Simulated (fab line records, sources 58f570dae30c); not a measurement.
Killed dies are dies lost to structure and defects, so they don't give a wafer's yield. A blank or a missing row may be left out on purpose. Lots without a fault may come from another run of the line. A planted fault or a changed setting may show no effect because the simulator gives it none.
Which tool did it? | flow berkeley_cmos170 | 13 lots, 39 wafers sampled, at 4 steps of a route of 331

WHAT THE GAUGES READ, wafer by wafer
UCB170_NWELL_THK_MEAS_02.
lot  | measured    | on            | NWELL_OXIDE_THK (nm)
L988 | day 1 22:08 | film_metro-03 | 26.3 26.5 26.0
L990 | day 2 09:10 | film_metro-02 | 26.2 26.9 26.4
L989 | day 2 09:10 | film_metro-04 | 26.6 26.3 26.9
L991 | day 2 15:59 | film_metro-02 | 26.8 26.1 26.1
L992 | day 2 23:16 | film_metro-02 | 25.8 25.8 25.5
L993 | day 2 23:16 | film_metro-03 | 27.0 26.6 27.1
L997 | day 4 00:34 | film_metro-04 | 26.3 26.0 26.5
L998 | day 4 04:30 | film_metro-03 | 26.7 27.1 26.9
L100 | day 4 11:26 | film_metro-04 | 26.2 26.2 26.2
L101 | day 4 18:44 | film_metro-03 | 26.1 25.6 25.6
L106 | day 5 15:04 | film_metro-04 | 26.8 26.8 26.9
L108 | day 6 04:40 | film_metro-02 | 26.3 26.1 25.9
L111 | day 6 19:52 | film_metro-02 | 26.4 26.5 26.8

UCB170_PWELL_THK_MEAS_06.
lot  | measured    | on            | PWELL_NITRIDE_THK (nm)
L988 | day 2 22:23 | film_metro-04 | 220.3 221.1 220.4
L990 | day 3 07:16 | film_metro-04 | 220.5 221.6 222.5
L989 | day 3 07:16 | film_metro-03 | 219.3 220.9 219.8
L991 | day 3 17:00 | film_metro-01 | 222.3 220.8 221.4
L992 | day 3 22:45 | film_metro-01 | 216.2 215.8 218.6
L993 | day 3 22:45 | film_metro-04 | 215.9 214.2 214.5
L997 | day 5 04:56 | film_metro-03 | 186.2 184.4 184.4
L998 | day 5 04:55 | film_metro-04 | 184.7 184.0 184.5
L100 | day 5 08:47 | film_metro-01 | 221.8 221.5 222.2
L101 | day 5 18:44 | film_metro-04 | 223.6 223.8 222.8
L106 | day 6 13:37 | film_metro-04 | 221.7 221.8 223.0
L108 | day 7 03:19 | film_metro-04 | 219.3 220.9 218.8
L111 | day 7 20:42 | film_metro-04 | 221.6 219.5 220.3

WHICH TOOL RAN EACH LOT (tool, then ch and the chambers of the sampled wafers, then the start)
lot  | UCB170_NWELL_STRIP_15               | UCB170_PWELL_CVD_05
L988 | plasma_asher-02 ch 0,1, day 2 08:59 | lpcvd-01 ch 0, day 2 20:27
L990 | plasma_asher-02 ch 0,1, day 2 16:34 | lpcvd-01 ch 1, day 3 05:21
L989 | plasma_asher-04 ch 0,1, day 2 16:41 | lpcvd-01 ch 0, day 3 05:21
L991 | plasma_asher-02 ch 0,1, day 3 00:52 | lpcvd-02 ch 0, day 3 15:05
L992 | plasma_asher-02 ch 0,1, day 3 06:32 | lpcvd-02 ch 0, day 3 20:50
L993 | plasma_asher-04 ch 0,1, day 3 06:49 | lpcvd-02 ch 1, day 3 20:50
L997 | plasma_asher-02 ch 1, day 4 10:09   | lpcvd-02 ch 1, day 5 03:00
L998 | plasma_asher-03 ch 0,1, day 4 09:54 | lpcvd-02 ch 1, day 5 03:00
L100 | plasma_asher-04 ch 0,1, day 4 19:16 | lpcvd-01 ch 1, day 5 06:51
L101 | plasma_asher-04 ch 0,1, day 5 04:02 | lpcvd-01 ch 0, day 5 15:52
L106 | plasma_asher-03 ch 0,1, day 5 22:50 | lpcvd-01 ch 1, day 6 11:41
L108 | plasma_asher-04 ch 0,1, day 6 12:23 | lpcvd-01 ch 1, day 7 01:23
L111 | plasma_asher-02 ch 0,1, day 7 03:20 | lpcvd-01 ch 1, day 7 18:46
- UCB170_NWELL_STRIP_15: strips in O2.
- UCB170_PWELL_CVD_05: deposits Si3N4 from SiH2Cl2/NH3, target thk 220 nm, time 3300 s.

WHAT THE TOOLS THEMSELVES READ (means of the sampled wafers that have a number; where no wafer has one, the mark that the record gives instead)
UCB170_NWELL_STRIP_15.
lot  | tool            | drypump_motor_current_A (A) | oes_product_au (a.u.) | strip_time_to_endpoint_s (s)
L988 | plasma_asher-02 | 5.68                        | 0.725                 | 18.01
L990 | plasma_asher-02 | 5.74                        | 0.723                 | 18.05
L989 | plasma_asher-04 | 5.80                        | 0.725                 | 18.02
L991 | plasma_asher-02 | 5.74                        | 0.718                 | 18.21
L992 | plasma_asher-02 | 5.73                        | 0.722                 | 18.14
L993 | plasma_asher-04 | 5.79                        | 0.718                 | 18.12
L997 | plasma_asher-02 | 5.79                        | 0.719                 | 18.11
L998 | plasma_asher-03 | 5.58                        | 0.719                 | 18.10
L100 | plasma_asher-04 | 5.84                        | 0.717                 | 18.05
L101 | plasma_asher-04 | 5.83                        | 0.720                 | 18.14
L106 | plasma_asher-03 | 5.72                        | 0.723                 | 18.10
L108 | plasma_asher-04 | 5.83                        | 0.720                 | 18.13
L111 | plasma_asher-02 | 5.75                        | 0.721                 | 18.06

UCB170_PWELL_CVD_05.
lot  | tool     | nh3_flow_sccm (sccm)
L988 | lpcvd-01 | 74.87
L990 | lpcvd-01 | 75.01
L989 | lpcvd-01 | 75.01
L991 | lpcvd-02 | 75.08
L992 | lpcvd-02 | 75.04
L993 | lpcvd-02 | 75.31
L997 | lpcvd-02 | 60.20
L998 | lpcvd-02 | 60.09
L100 | lpcvd-01 | 75.14
L101 | lpcvd-01 | 75.09
L106 | lpcvd-01 | 74.86
L108 | lpcvd-01 | 74.72
L111 | lpcvd-01 | 74.72

THE ANSWER, worked out from the rows above alone
Rule: what is usual is taken from the lots themselves. Put in order of their means at a reading, lots are off if they are a third of the lots or fewer, leave a main group of 4 or more, and stand apart from it by a gap of 3 or more times the standard deviation of the main group's means; of several such gaps the widest counts. A main group whose means are all the same, to the digits that the tables above print for the reading, isn't used. A lot without any number at a reading at which 4 lots or more have one is off too. The other lots that the step has rows for count as sound. The gauges are gone through in route order, then the tools' own readings, and for those a lot's mean is taken as printed above. The first step at which some lot is off is used, and at that step the reading that is off furthest; a lot without a number counts as furthest.
Off: L997, L998, at UCB170_PWELL_THK_MEAS_06 (PWELL_NITRIDE_THK). The main group: mean 220.3 nm, standard deviation 2.3.
A tool fits if, at a process step before that reading, it ran every lot that is off, and no sound lot after the first of them. The gauges at UCB170_PWELL_THK_MEAS_06 aren't tried: what is off there is off at UCB170_PWELL_CVD_05 too, on other tools, and a gauge's error can't cause that. One fits: lpcvd-02 at UCB170_PWELL_CVD_05. Its last sound lot is L992 (day 3 20:50), its first lot that is off L997 (day 5 03:00): a fault that began between those two fits.
The tool's own readings at UCB170_PWELL_CVD_05 bear it out: on the lots that are off they differ by more than 5 times the standard deviation of the sound lots' means. nh3_flow_sccm reads 60.15 sccm there against 74.99 sccm on the sound lots.

WHAT THE SIMULATOR HAD PUT IN
Process parameter drift: lpcvd-02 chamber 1, from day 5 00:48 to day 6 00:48, at UCB170_PWELL_CVD_05. Setting nh3_flow_sccm, moved by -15, from 75. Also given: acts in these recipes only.
Lots struck among those shown: L997, L998. The rule above found the same.
